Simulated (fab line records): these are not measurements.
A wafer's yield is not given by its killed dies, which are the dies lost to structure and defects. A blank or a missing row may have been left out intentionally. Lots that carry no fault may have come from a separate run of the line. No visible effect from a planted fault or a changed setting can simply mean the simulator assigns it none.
Problem report in the 8D (eight disciplines) form, filled by code / flow berkeley_cmos170 / the parts of the form that need people (team, actions taken, sign-off) are left out

## 1. PROBLEM STATEMENT
Wafers without a fault read 0.837 a.u. with a standard deviation of 0.012, while oes_product_au at UCB170_GATE_ETCH_15 averages 0.920 a.u. across 2 wafers of 1 lot. That puts it +6.9 standard deviations away from the usual mean.
The step: etches poly-Si in HBr/Cl2, stops on SiO2, time 56.3 s, target depth 278.2 nm.
Earliest sighting: wafer L146.2 on rie_si-02 at day 9 20:47. The record has a number at this step for 39 wafers belonging to 13 lots. Rule for "out", or "out of limits": more than 4 standard deviations from the usual mean. The rest of the wafers with a number are treated as sound.

## 2. WHAT IT IS AND WHAT IT IS NOT
question=which readings at this step | is=oes_product_au | is not=HBr_flow_sccm, drypump_motor_current_A, throttle_valve_pct
question=which lots | is=L146 | is not=L130, L131, L132, L133, L134, L135, L139, L140, L142, L148, L149, L151
question=which wafers of those lots | is=L146.2, L146.6 | is not=L146.5
question=read on which tools | is=rie_si-02 | is not=rie_si-01
question=when | is=from day 9 20:47 | is not=up to then (34 sound wafers); but 3 sound wafers of L151 came after

## 3. SUSPECTS, AND WHAT RULES EACH OUT
Counting: a tool at a process step up to the reading stays a suspect if it ran every lot that is out. Sound lots after the first of them don't rule it out here, since some wafers of a struck lot are sound.
- rie_si-02 at UCB170_GATE_ETCH_15 (etches poly-Si in HBr/Cl2, stops on SiO2, time 56.3 s, target depth 278.2 nm): kept. The lot that is out, L146, ran on it at day 9 20:47; the last sound lot it ran before that was L139, at day 8 12:38. Its own readings are out on those wafers: oes_product_au.
- Within rie_si-02 at UCB170_GATE_ETCH_15, the wafers that are out were processed in chamber 3 and their sound lot-mates in chamber 0.
Left after counting: rie_si-02 at UCB170_GATE_ETCH_15.

## 4. THE CAUSE (what the simulator had put in)
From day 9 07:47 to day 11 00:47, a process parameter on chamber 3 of rie_si-02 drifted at UCB170_GATE_ETCH_15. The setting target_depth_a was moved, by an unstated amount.
The count eliminated every tool but this one.

## 5. THE CHAIN OF EFFECTS, in route order
One row per reading whose mean, taken over the struck wafers that have a number, lies over 3 standard deviations from the usual. Only readings for which the record gives a usual standard deviation are gone through. hours: the time from each lot's start at the first step in this table that gives one to its start at this step, as a median over the lots. sigmas: the change in usual standard deviations.
hours=0; step=UCB170_GATE_ETCH_15; reading=oes_product_au; usual=0.837 a.u.; on struck wafers=0.920; change=+0.083; sigmas=+6.9
It contains these process steps:
- UCB170_GATE_ETCH_15: etches poly-Si in HBr/Cl2, stops on SiO2, time 56.3 s, target depth 278.2 nm.
At these later measuring or inspecting steps, every struck wafer for which the step has a row has a number for every such reading, and none has moved that far: UCB170_PLDD_CD_MEAS_06, UCB170_PLDD_TW_MEAS_11.

## 6. HOW IT WOULD HAVE BEEN CAUGHT EARLIER
The fault began at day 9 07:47; the first out-of-limits reading in this record came at day 9 20:47, 13 hours later.
